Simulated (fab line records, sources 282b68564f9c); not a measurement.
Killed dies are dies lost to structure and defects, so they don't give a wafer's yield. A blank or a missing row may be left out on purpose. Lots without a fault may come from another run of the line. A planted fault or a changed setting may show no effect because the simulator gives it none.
fab line records | flow rit_cmos
record lots=6 wafers=18 last_day=7
route steps=202 shown GATE@75 FOX2@80 M1@202
lots that met no fault: from a run of the same line without faults
start_h: hours from the record's first day to the start of the lot's first wafer shown | wait_h: hours since the lot's step before | " the same as in the row above | L1.1+2: a row that stands for several wafers | - no value, or no start given | * or withheld: withheld | < > ~ a bound
route shown NAME@n: a module of which the file shows steps, and the number in the route of the first | usual: mean/standard deviation of fault-free wafers | same: alike in all rows | chamber/n: place in a boat | sites: the reading at each site | _std_site: their standard deviation | _edge_site: outer sites' mean less inner sites' | radius_mm: how far each site lies from the wafer's centre | mask NAME#n: copy n | behind: the tool/chamber that last shaped the wafer | hold: why the lot was held/for how many hours/how that ended | device: the transistor (n, p or np) that didn't switch | end of line: the same wafers' tests at the end of the route | a step without rows: its recipe alone | killed: dies lost to structure and defects at the first sort, not the wafer's yield | map: a wafer's dies, x killed, . not, _ none there
set.NAME: the setting as run; set.NAME@STEP: as run at that earlier step | model.NAME: the simulator's own value behind a step, which no gauge read
lots at some steps of the route; a table a step, a row a wafer
services: from which hour (start_h, from the record's first day; less than 0 if before it) a tool's chamber was out of use, for how many hours, and why
## steps
# step RIT_GATE_WET_ETCH_00
# recipe chemistry=BOE target=SiO2 target_depth_nm=56 time_s=60 dry=n2_spin dilution=10:1 temp_c=21.5
# step RIT_GATE_CLEAN_01
# recipe chemistry=SC1 mix=3:3:50 time_s=600 temp_c=75
# step RIT_GATE_CLEAN_02
# recipe chemistry=dHF dilution=50:1 time_s=30
# step RIT_GATE_CLEAN_03
# recipe chemistry=SC2 mix=3:3:50 time_s=600 temp_c=75 dry=n2_spin
# step RIT_GATE_CLEAN_04
# recipe chemistry=dHF dilution=50:1 time_s=60 dry=n2_spin
# step RIT_FOX2_THK_MEAS_91
# recipe reads=SiO2_of_FOX2_OXIDATION_00
# usual FIELD_OXIDE_LEFT_2_THK=255/6.1
# columns lot.wafer tool chamber start_h wait_h FIELD_OXIDE_LEFT_2_THK[nm]
L267.1 film_metro-04 - 32.99 0.0 258
L267.4 " - " " 260
L267.5 " - " " 258
L276.1 film_metro-02 - 78.43 0.0 247
L276.3 " - " " 244
L276.4 " - " " 245
L283.1 film_metro-02 - 111.85 0.0 254
L283.2 " - " " 260
L283.4 " - " " 252
L285.3 film_metro-03 - 121.94 0.0 254
L285.5 " - " " 260
L285.6 " - " " 258
L287.1 film_metro-03 - 132.17 0.0 263
L287.2 " - " " 264
L287.3 " - " " 259
L288.3 film_metro-04 - 142.30 0.0 254
L288.4 " - " " 251
L288.6 " - " " 254
# step RIT_GATE_OXIDATION_05
# recipe temp_c=900 ambient=O2 target_thk_a=30 ox_time_s=270
# step RIT_GATE_ANNEAL_06
# recipe temp_c=900 time_s=600 ambient=N2O
# step RIT_GATE_THK_MEAS_07
# recipe reads=SiO2_of_GATE_OXIDATION_05
# usual GATE_OXIDE_THK=3.00/0.062
# columns lot.wafer tool chamber start_h wait_h GATE_OXIDE_THK[nm]
L267.1 film_metro-03 - 34.37 0.0 2.95
L267.4 " - " " 3.06
L267.5 " - " " 3.00
L276.1 film_metro-02 - 79.82 0.0 2.91
L276.3 " - " " 3.10
L276.4 " - " " 3.02
L283.1 film_metro-02 - 113.83 0.0 2.98
L283.2 " - " " 2.98
L283.4 " - " " 3.00
L285.3 film_metro-03 - 127.56 0.0 3.05
L285.5 " - " " 3.03
L285.6 " - " " 3.03
L287.1 film_metro-02 - 133.55 0.0 2.93
L287.2 " - " " 2.85
L287.3 " - " " 2.99
L288.3 film_metro-04 - 143.68 0.0 2.98
L288.4 " - " " 2.98
L288.6 " - " " 3.00
# step RIT_GATE_CVD_08
# recipe material=poly-Si target_thk_nm=250 temp_c=610 precursor=SiH4 time_s=2137 pressure_mtorr=300 sih4_flow_sccm=100
# step RIT_GATE_THK_MEAS_09
# recipe reads=poly-Si_of_GATE_CVD_08
# usual GATE_POLY_THK=241.9/2.2
# columns lot.wafer tool chamber start_h wait_h GATE_POLY_THK[nm]
L267.1 film_metro-02 - 36.05 0.0 242.0
L267.4 " - " " 241.5
L267.5 " - " " 243.4
L276.1 film_metro-04 - 81.49 0.0 240.5
L276.3 " - " " 242.1
L276.4 " - " " 241.8
L283.1 film_metro-02 - 115.50 0.0 241.9
L283.2 " - " " 242.8
L283.4 " - " " 240.9
L285.3 film_metro-04 - 129.24 0.0 243.4
L285.5 " - " " 242.1
L285.6 " - " " 243.0
L287.1 film_metro-03 - 136.01 0.0 242.2
L287.2 " - " " 242.7
L287.3 " - " " 242.2
L288.3 film_metro-02 - 146.68 0.0 240.6
L288.4 " - " " 242.4
L288.6 " - " " 241.8
# step RIT_GATE_HMDS_10
# recipe prime_time_s=60 prime_temp_c=140
# step RIT_GATE_COAT_11
# recipe resist=NOVOLAK spin_rpm=4250 resist_thk_nm=850
# columns lot.wafer tool chamber start_h wait_h model.NOVOLAK_of_GATE_COAT_11.thk_nm
L267.1 litho_track-04 0 36.26 0.1 846.4
L267.4 " 0 " " 848.8
L267.5 " 0 " " 847.1
L276.1 litho_track-03 0 81.70 0.1 848.4
L276.3 " 0 " " 848.6
L276.4 " 0 " " 848.7
L283.1 litho_track-03 0 115.71 0.1 930.7
L283.2 " 0 " " 929.9
L283.4 " 0 " " 931.3
L285.3 litho_track-01 0 129.48 0.1 849.4
L285.5 " 0 " " 847.6
L285.6 " 0 " " 850.1
L287.1 litho_track-03 0 136.22 0.1 925.3
L287.2 " 0 " " 924.6
L287.3 " 0 " " 926.9
L288.3 litho_track-01 0 146.92 0.1 850.9
L288.4 " 0 " " 853.1
L288.6 " 0 " " 852.5
# step RIT_GATE_SOFTBAKE_12
# recipe resist=NOVOLAK temp_c=90 time_s=60
# step RIT_GATE_EXPOSE_13
# recipe mask_id=M6 na=0.6 source_shape=conventional sigma_outer=0.6 target_cd_nm=150 dose_mj=380
# step RIT_GATE_PEB_14
# recipe resist=NOVOLAK temp_c=withheld time_s=withheld
# step RIT_GATE_DEVELOP_15
# recipe resist=NOVOLAK develop_time_s=50 dev_temp_c=23
# step RIT_GATE_CD_MEAS_16
# recipe target_cd_nm=150
# usual cd_nm=149.3/2.4
# columns lot.wafer tool chamber start_h wait_h cd_nm
L267.1 cd_sem-01 - 36.96 - 146.3
L267.4 " - " " 147.2
L267.5 " - " " 148.2
L276.1 cd_sem-01 - 82.40 - 154.6
L276.3 " - " " 156.8
L276.4 " - " " 158.3
L283.1 cd_sem-02 - 116.54 - 165.1
L283.2 " - " " 161.5
L283.4 " - " " 161.3
L285.3 cd_sem-01 - 130.17 - 149.9
L285.5 " - " " 147.0
L285.6 " - " " 149.3
L287.1 cd_sem-02 - 136.92 - 161.0
L287.2 " - " " 158.2
L287.3 " - " " 159.0
L288.3 cd_sem-01 - 147.61 - 147.8
L288.4 " - " " 148.0
L288.6 " - " " 147.7
# step RIT_GATE_OVL_MEAS_17
# usual GATE_OVL=-0.7/1.3
# columns lot.wafer tool chamber start_h wait_h GATE_OVL[nm]
L267.1 overlay-02 - 37.08 0.1 -1.4
L267.4 " - " " -1.8
L267.5 " - " " -4.0
L276.1 overlay-02 - 82.52 0.1 -0.9
L276.3 " - " " -2.0
L276.4 " - " " -1.8
L283.1 overlay-01 - 116.66 0.1 0.1
L283.2 " - " " -0.9
L283.4 " - " " -1.4
L285.3 overlay-02 - 130.26 0.1 0.6
L285.5 " - " " -0.8
L285.6 " - " " -1.7
L287.1 overlay-02 - 137.04 0.1 -0.8
L287.2 " - " " 1.3
L287.3 " - " " -1.3
L288.3 overlay-01 - 147.71 0.1 0.8
L288.4 " - " " 2.3
L288.6 " - " " -0.3
# step RIT_GATE_HARDBAKE_18
# recipe resist=NOVOLAK temp_c=140 time_s=60
# step RIT_GATE_ETCH_19
# recipe chemistry=SF6/CHF3/O2 time_s=165 SF6_flow_sccm=30 CHF3_flow_sccm=30 O2_flow_sccm=5 target=poly-Si pressure_mtorr=40 rf_w=160 target_depth_a=3125 over_etch_frac=0.25 stop_on=SiO2
# usual drypump_motor_current_A=5.5/0.32 oes_product_au=0.829/0.016 throttle_valve_pct=10.29/0.16
# columns lot.wafer tool chamber start_h wait_h drypump_motor_current_A oes_product_au rf_hours_counter_h throttle_valve_pct model.NOVOLAK_of_GATE_COAT_11.thk_nm model.GATE.cd_nm
L267.1 rie_si-01 0 37.27 0.1 5.8 0.851 114 10.32 664.8 146.2
L267.4 " 1 " " 5.6 0.800 - 10.20 665.1 147
L267.5 " 3 " " 6.0 0.820 - 10.08 666.6 148
L276.1 rie_si-02 2 82.71 0.1 5.3 0.819 25 10.41 670.1 154.6
L276.3 " 3 " " 5.0 0.853 32 10.33 667.1 156.8
L276.4 " 1 " " 5.6 0.816 118 10.43 669.6 158.3
L283.1 rie_si-01 3 116.85 0.1 6.0 0.815 18 10.05 738.9 164.9
L283.2 " 0 " " 5.8 0.850 114 10.32 738.4 161.5
L283.4 " 2 " " 5.8 0.844 79 10.04 742 161.2
L285.3 rie_si-01 3 130.44 0.1 6.0 0.818 18 10.07 667.8 150
L285.5 " 1 " " 5.6 0.811 - 10.19 664.2 146.9
L285.6 " 0 " " 5.8 0.857 - 10.31 668.3 149
L287.1 rie_si-01 3 137.23 0.1 6.0 0.821 18 10.05 735 161.1
L287.2 " 1 " " 5.6 0.809 102 10.21 732.2 157.8
L287.3 " 2 " " 5.8 0.846 79 10.05 738.2 159
L288.3 rie_si-02 2 147.88 0.1 5.3 0.818 25 10.39 671.5 147.9
L288.4 " 1 " " 5.6 0.825 119 10.46 673.8 148
L288.6 " 2 " " 5.3 0.819 - 10.40 672.5 148.2
# step RIT_GATE_STRIP_20
# recipe chemistry=O2 time_s=180 resist=NOVOLAK platen_temp_c=withheld power_w=500 pressure_mtorr=4000 o2_flow_sccm=3883
# usual drypump_motor_current_A=5.8/0.3
# columns lot.wafer tool chamber start_h wait_h drypump_motor_current_A rf_hours_counter_h
L267.1 plasma_asher-02 1 37.37 0.1 5.8 39
L267.4 " 0 " " 6.0 -
L267.5 " 1 " " 5.8 -
L276.1 plasma_asher-02 0 82.82 0.1 6.0 44
L276.3 " 0 " " 5.9 -
L276.4 " 1 " " 5.8 -
L283.1 plasma_asher-02 1 116.96 0.1 5.7 47
L283.2 " 0 " " 5.9 47
L283.4 " 1 " " 5.7 -
L285.3 plasma_asher-02 0 130.60 0.1 5.9 -
L285.5 " 0 " " 6.0 -
L285.6 " 1 " " 5.7 -
L287.1 plasma_asher-01 1 137.34 0.1 6.2 2
L287.2 " 0 " " 5.3 2
L287.3 " 0 " " 5.3 -
L288.3 plasma_asher-02 1 148.05 0.1 5.7 -
L288.4 " 0 " " 5.9 -
L288.6 " 1 " " 5.7 -
# step RIT_M1_PROBE_99
# usual killed_at_M0_to_M3=0.0/0.17 killed_at_contacts=0.1/0.34 killed_at_front_end=7/3 killed_dies=7/3.1 killed_open=3.4/1.9 killed_short=3.4/2.1
# same gross_dies=264 killed_at_M4_up=0 killed_at_back_side=0 killed_at_other=0
# columns lot.wafer tool chamber start_h wait_h killed_at_M0_to_M3 killed_at_contacts killed_at_front_end killed_dies killed_open killed_short model.etest.pmos_0p15.r_on_ohm_um model.etest.pmos_turned.r_on_ohm_um model.etest.nmos_0p15.r_on_ohm_um model.etest.nmos_0p15.drive_ua_um model.etest.pmos_0p15.drive_ua_um model.etest.nmos_turned.drive_ua_um model.etest.npoly_line.line_ohm_um model.etest.ppoly_line.line_ohm_um
L267.1 prober-02 - 57.18 0.1 0 0 6 6 3 3 2716 3400 1110 473 262.6 314.5 175.6 170.8
L267.4 prober-02 - 57.33 0.2 0 0 6 6 3 3 2773 3424 1158 465.8 256.2 315.4 176.7 168.5
L267.5 prober-02 - 57.38 0.2 0 1 6 7 2 5 2790 3464 1167 458.3 258.8 313.4 173.3 169.2
L276.1 prober-01 - 102.89 0.1 0 0 5 5 4 1 2820 3460 1188 460.1 249.4 332.4 159.7 154.1
L276.3 prober-01 - 102.99 0.2 2 0 14 16 5 11 2863 3446 1148 445.1 243.1 327.4 153 149.7
L276.4 prober-01 - 103.04 0.2 0 0 10 10 6 4 2817 3380 1144 446.9 245.7 335.9 154 147.3
L283.1 prober-02 - 138.22 0.1 0 0 9 9 3 6 3012 3604 1206 420.6 229.4 315.4 143.1 138.4
L283.2 prober-02 - 138.27 0.1 0 0 12 12 6 4 2910 3498 1170 435.5 238.3 326.6 146.8 139.7
L283.4 prober-02 - 138.37 0.2 0 0 2 2 2 0 2994 3556 1206 428.1 232.6 320.9 146.6 143.9
L285.3 prober-01 - 151.27 0.2 0 0 6 6 3 3 2759 3370 1117 471.7 255 343.2 166.2 161.7
L285.5 prober-01 - 151.37 0.2 0 0 8 8 2 5 2683 3264 1088 489.9 263.4 355.7 173.1 167.4
L285.6 prober-01 - 151.42 0.2 0 0 4 4 2 2 2780 3428 1130 467.8 252.2 337.4 173.6 161.3
L287.1 prober-01 - 158.83 0.1 0 0 5 5 3 2 2838 3412 1134 454.6 247.3 344.4 150.3 143.6
L287.2 prober-01 - 158.88 0.1 0 0 6 6 6 0 2808 3424 1188 462.8 254.9 347.4 155.1 150.8
L287.3 prober-01 - 158.93 0.2 0 0 5 5 2 3 2881 3443 1179 450.1 244.4 334.7 151.8 146.3
L288.3 prober-02 - 168.39 0.2 0 0 9 9 4 5 2677 3242 1070 504.1 269.1 374.4 170.5 166.9
L288.4 prober-02 - 168.44 0.2 0 1 5 6 1 5 2600 3168 1044 506.8 272.7 379.2 169.4 164.3
L288.6 prober-02 - 168.54 0.2 0 0 4 4 1 3 2642 3212 1039 501.4 270 379.1 169.4 165.9
# killed by level:class
L267.1 GATE:geometric_particle:short=2 FOX1:geometric_particle:short=1 FOX1:geometric_particle:open=1 GATE:geometric_particle:open=1 SPACER:geometric_particle:open=1
L267.4 GATE:geometric_particle:short=2 FOX1:geometric_particle:open=1 FOX2:geometric_particle:open=1 GATE:geometric_particle:open=1 SPACER:geometric_particle:short=1
L267.5 GATE:geometric_particle:short=2 SPACER:geometric_particle:open=2 FOX1:geometric_particle:short=1 SPACER:geometric_particle:short=1 CONTACT:geometric_particle:short=1
L276.1 GATE:geometric_particle:open=3 GATE:geometric_particle:short=1 REOX:geometric_particle:open=1
L276.3 GATE:geometric_particle:short=4 SPACER:geometric_particle:short=4 GATE:geometric_particle:open=2 M1:geometric_particle:short=2 FOX1:geometric_particle:open=1 REOX:geometric_particle:short=1 SPACER:geometric_particle:open=1 SILICIDE:geometric_particle:open=1
L276.4 SPACER:geometric_particle:open=4 SILICIDE:geometric_particle:short=2 FOX1:geometric_particle:short=1 FOX1:geometric_particle:open=1 GATE:geometric_particle:open=1 REOX:geometric_particle:short=1
L283.1 REOX:geometric_particle:short=3 FOX1:geometric_particle:short=2 GATE:geometric_particle:open=2 GATE:geometric_particle:short=1 REOX:geometric_particle:open=1
L283.2 FOX1:geometric_particle:open=4 FOX1:geometric_particle:short=2 GATE:geometric_particle:open=2 GATE:area_expose=2 GATE:geometric_particle:short=1 SILICIDE:geometric_particle:short=1
L283.4 FOX2:geometric_particle:open=1 SILICIDE:geometric_particle:open=1
L285.3 GATE:geometric_particle:short=2 GATE:geometric_particle:open=2 FOX1:geometric_particle:open=1 SPACER:geometric_particle:short=1
L285.5 GATE:geometric_particle:short=2 FOX1:geometric_particle:short=1 GATE:geometric_particle:open=1 REOX:geometric_particle:short=1 SPACER:geometric_particle:short=1 SILICIDE:geometric_particle:open=1 PWELL:coat_microbubble_printed=1
L285.6 FOX1:geometric_particle:open=1 FOX1:geometric_particle:short=1 GATE:geometric_particle:open=1 REOX:geometric_particle:short=1
L287.1 SPACER:geometric_particle:open=2 SPACER:geometric_particle:short=2 SILICIDE:geometric_particle:open=1
L287.2 GATE:geometric_particle:open=4 REOX:geometric_particle:open=1 SILICIDE:geometric_particle:open=1
L287.3 FOX2:geometric_particle:short=1 GATE:geometric_particle:short=1 GATE:geometric_particle:open=1 SILICIDE:geometric_particle:short=1 SILICIDE:geometric_particle:open=1
L288.3 GATE:geometric_particle:short=3 SPACER:geometric_particle:open=2 FOX1:geometric_particle:open=1 FOX2:geometric_particle:short=1 GATE:geometric_particle:open=1 REOX:geometric_particle:short=1
L288.4 SPACER:geometric_particle:short=2 FOX2:geometric_particle:short=1 SPACER:geometric_particle:open=1 SILICIDE:geometric_particle:short=1 CONTACT:geometric_particle:short=1
L288.6 GATE:geometric_particle:short=2 FOX1:geometric_particle:short=1 GATE:geometric_particle:open=1
## services
# columns tool chamber start_h hours kind
rie_si-01 2 26.76 15.0 repair
plasma_asher-02 - 30.99 2.8 pm
rie_si-02 0 31.84 8.9 repair
rie_si-01 - 36.73 0.3 repair
rie_si-02 3 40.44 4.3 repair
rie_si-01 3 51.10 16.2 repair
rie_si-01 - 60.53 0.6 repair
rie_si-01 - 91.89 2.1 repair
rie_si-02 - 101.56 0.3 repair
litho_track-01 - 103.88 - consumable_replace:filter
plasma_asher-01 - 108.75 9.0 pm
plasma_asher-01 0 108.75 9.0 vent_cycle
plasma_asher-01 1 108.75 9.0 vent_cycle
plasma_asher-01 0 117.75 - clean
plasma_asher-01 1 117.75 - clean
rie_si-01 0 136.66 22.8 repair
## key
first_sign step=RIT_GATE_CD_MEAS_16 reading=cd_nm direction=up sigmas=4.8 usual=149.3 struck=161.0
effect none on later readings
model_effect step=RIT_GATE_COAT_11 value=NOVOLAK_of_GATE_COAT_11.thk_nm without=853.3 struck=928.1
model_effect step=RIT_GATE_ETCH_19 value=NOVOLAK_of_GATE_COAT_11.thk_nm without=671.9 struck=737.5
model_effect step=RIT_M1_PROBE_99 value=etest.pmos_0p15.r_on_ohm_um without=2626 struck=2907
met_at RIT_GATE_COAT_11
struck_wafers L283.1,L283.2,L283.4,L287.1,L287.2,L287.3
tester_left_out L283,L287
onset_between 81.70 115.71
fault kind=process_parameter_drift tool=litho_track-03 chamber=- onset_h=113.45 steps=RIT_GATE_COAT_11 channel=resist_thk_nm offset=74.57 shape=step end_h=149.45 acts_in=these_recipes_only stated=850
# tester_left_out: of these lots the tester's yield and bins aren't shown, on N5 and GAA mostly nor the transistor test; their killed dies are dies lost to structure and defects alone, not to doping, threshold or leakage, so they don't give the yield
